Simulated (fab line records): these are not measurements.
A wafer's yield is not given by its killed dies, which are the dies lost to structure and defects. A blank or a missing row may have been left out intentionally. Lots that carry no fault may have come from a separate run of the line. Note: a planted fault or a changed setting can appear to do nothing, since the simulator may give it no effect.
Comparing a struck lot with a sound one ; flow rit cmos ; 15 steps out of a route of 202
Sound: the wafers L887.1, L887.2, L887.6. Struck: wafers L893.1, L893.5, L893.6. The cause is named last.
Each step with rows lists, per side, the tool, then ch with its chambers, then its first start. Under that, the readings that differ: sound wafers ; struck wafers ; difference of the means ; sigmas: that difference in standard deviations of wafers without a fault.
alike: words and numbers the same on both sides, and readings whose means are apart by under 2 such deviations; not compared: readings that were withheld, readings missing a value for some wafer, numbers with overlapping values and no deviation given by the record, and bounds like >300 which may hide the same value.
Wherever a step has rows on one side only, a row that says differs or no value, or a row with sigmas, the two part there. Non-overlapping numbers with no deviation appear without sigmas and do not part them. Lack of a reading on every wafer of one side parts them only where that side has two or more wafers.

RIT_PWELL_TW_MEAS_10:
  sound on film metro-01, day 3 04:25; struck on film metro-01, day 4 11:24
  alike: PWELL_TW
then, 1 step without rows for these wafers: RIT_WELLDRIVE_ANNEAL_00 (time 14700 s).
RIT_WELLDRIVE_RS_MEAS_01: measures by four-point-probe.
  sound on film metro-03, day 3 09:34; struck on film metro-03, day 4 16:59
  alike: NWELL_RS
RIT_WELLDRIVE_RS_MEAS_02: measures by four-point-probe.
  sound on film metro-03, day 3 09:41; struck on film metro-03, day 4 17:07
  alike: PWELL_RS
then, 6 steps without rows for these wafers: RIT_NRETRO_HMDS_00 (prime time 60 s); RIT_NRETRO_COAT_01 (resist thk 1300 nm); RIT_NRETRO_SOFTBAKE_02 (time 60 s); RIT_NRETRO_EXPOSE_03 (exposes mask M4, target cd 43900 nm); RIT_NRETRO_PEB_04; RIT_NRETRO_DEVELOP_05 (develop time 68 s).
RIT_NRETRO_OVL_MEAS_06:
  sound on overlay-02, day 3 10:41; struck on overlay-02, day 4 18:07
  alike: NRETRO_OVL
then, 1 step without rows for these wafers: RIT_NRETRO_HARDBAKE_07 (time 120 s).
RIT_NRETRO_IMPLANT_08:
  sound on implanter-03 ch 0, day 3 10:58; struck on implanter-01 ch 0, day 4 18:23
reading;sound;struck;difference;sigmas
dose ions cm2;9.992e+12 9.972e+12 1.0002e+13;9.471e+12 9.462e+12 9.462e+12;-5.237e+11;-55
  alike: beam on s, tilt deg
RIT_NRETRO_STRIP_09: strips in O2, time 180 s.
  sound on plasma asher-02 ch 0,1, day 3 11:07; struck on plasma asher-04 ch 0,1, day 4 18:32
  alike: drypump motor current A
  not compared: rf hours counter h
RIT_M1_PROBE_99:
  sound on prober-01, day 4 17:04; struck on prober-01, day 6 00:18
  alike: killed at front end, killed dies, killed open, killed short
  not compared: model.etest.cap p gate.c min ff um2

## WHERE THEY PART
Within this record, at RIT_NRETRO_IMPLANT_08 only. Later steps at which nothing parts them and some readings are alike: RIT_NRETRO_STRIP_09, RIT_M1_PROBE_99.

WHY: what the simulator had put in
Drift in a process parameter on implanter-01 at RIT_NRETRO_IMPLANT_08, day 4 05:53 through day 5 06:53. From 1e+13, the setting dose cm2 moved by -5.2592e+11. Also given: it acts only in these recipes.
